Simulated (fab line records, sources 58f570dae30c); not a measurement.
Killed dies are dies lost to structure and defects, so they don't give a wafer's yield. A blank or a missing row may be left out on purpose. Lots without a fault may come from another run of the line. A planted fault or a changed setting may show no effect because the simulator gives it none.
A struck lot beside a sound one | flow berkeley_cmos170 | 20 steps out of a route of 331
Sound: wafers L122.3, L122.4, L122.6. Struck: wafers L134.2, L134.3, L134.6. The cause comes at the end.
At each step with rows: each side's tool, then ch and its chambers, then its first start. Under that, the readings that differ: sound wafers | struck wafers | difference of the means | sigmas: that difference in standard deviations of wafers without a fault.
alike: readings whose means differ by less than 2 such deviations, and words and numbers that are the same on both sides. not compared: withheld readings, readings that some wafer has no value for, bounds like >300 that may hide the same value, and numbers for which the record gives no deviation and whose values overlap.
The two part at a step that has a row with sigmas, a row that says differs or no value, or rows on one side only. Numbers that don't overlap but have no deviation are shown without sigmas and don't part them. A reading that every wafer of one side lacks parts them only if that side has two wafers or more.

UCB170_M1_STRIP_13: strips in O2.
  sound on plasma_asher-01 ch 0,1, day 6 19:17; struck on plasma_asher-01 ch 0,1, day 9 01:23
  alike: drypump_motor_current_A, o2_flow_sccm, oes_product_au
  not compared: rf_hours_counter_h
UCB170_M1_CD_MEAS_90: target cd 700 nm.
  sound on cd_sem-02, day 6 19:23; struck on cd_sem-01, day 9 01:31
  alike: cd_nm
then, 1 step without rows for these wafers: UCB170_M1_ANNEAL_14 (time 1200 s).
UCB170_V1_CVD_00: deposits SiO2 from TEOS/O2, target thk 2000 nm, time 250 s.
  sound on pecvd-01 ch 0,1, day 6 21:52; struck on pecvd-01 ch 1,2, day 9 03:57
  alike: heater_power_w
UCB170_V1_THK_MEAS_01:
  sound on film_metro-04, day 6 22:03; struck on film_metro-01, day 9 04:07
  alike: V1_TEOS_THK
UCB170_V1_CMP_02: polishes SiO2.
  sound on cmp-01 ch 1,3, day 6 22:08; struck on cmp-01 ch 0,2,3, day 9 04:34
  alike: motor_current_A
UCB170_V1_BOW_MEAS_03:
  sound on film_metro-04, day 6 22:26; struck on film_metro-04, day 9 04:47
  alike: V1_BOW
UCB170_V1_THK_MEAS_04:
  sound on film_metro-04, day 6 22:32; struck on film_metro-04, day 9 04:54
  alike: V1_POLISHED_THK
then, 4 steps without rows for these wafers: UCB170_V1_CLEAN_05 (cleans in DIW); UCB170_V1_HMDS_06 (prime time 60 s); UCB170_V1_COAT_07 (resist thk 900 nm); UCB170_V1_SOFTBAKE_08 (time 60 s).
UCB170_V1_EXPOSE_09: exposes mask VIA1, target cd 700 nm.
  sound on krf_scanner-01 ch 0, day 7 01:48; struck on krf_scanner-01 ch 0, day 9 05:40
  reading              | sound             | struck            | difference | sigmas
  exposure_dose_mJ_cm2 | 36.98 37.02 36.95 | 33.11 33.12 33.13 | -3.86      | -99 or more
  alike: mask, focus_offset_nm
then, 2 steps without rows for these wafers: UCB170_V1_PEB_10; UCB170_V1_DEVELOP_11 (develop time 45 s).
UCB170_V1_CD_MEAS_12: target cd 700 nm.
  sound on cd_sem-01, day 7 02:50; struck on cd_sem-01, day 9 06:35
  reading    | sound             | struck            | difference | sigmas
  cd_nm (nm) | 699.6 698.9 698.8 | 680.2 681.2 680.7 | -18.4      | -13
UCB170_V1_OVL_MEAS_13:
  sound on overlay-02, day 7 02:56; struck on overlay-01, day 9 06:42
  alike: V1_OVL
UCB170_V1_ETCH_14: etches SiO2 in CHF3/CF4/Ar, stops on Al, target depth 1250 nm, time 291 s.
  sound on rie_diel-01 ch 1,3, day 7 02:58; struck on rie_diel-03 ch 2,3, day 9 06:44
  reading             | sound             | struck            | difference | sigmas
  model.V1.cd_nm (nm) | 698.7 698.4 698.5 | 680.5 681.5 680.6 | -17.7      |
  alike: drypump_motor_current_A, oes_product_au, throttle_valve_pct
  not compared: rf_hours_counter_h
UCB170_V1_STRIP_15: strips in O2.
  sound on plasma_asher-03 ch 0,1, day 7 03:10; struck on plasma_asher-04 ch 0,1, day 9 06:55
  alike: drypump_motor_current_A, o2_flow_sccm, oes_product_au, strip_time_to_endpoint_s
  not compared: rf_hours_counter_h
UCB170_M3_PROBE_99:
  the record has rows for the sound wafers here (prober-01, day 7 13:37) and none for the struck ones

WHERE THEY PART
First at UCB170_V1_EXPOSE_09; last, within this record, at UCB170_M3_PROBE_99.

WHY: what the simulator had put in
Process parameter drift: krf_scanner-01, from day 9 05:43 on, at UCB170_V1_EXPOSE_09. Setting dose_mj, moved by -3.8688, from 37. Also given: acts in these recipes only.
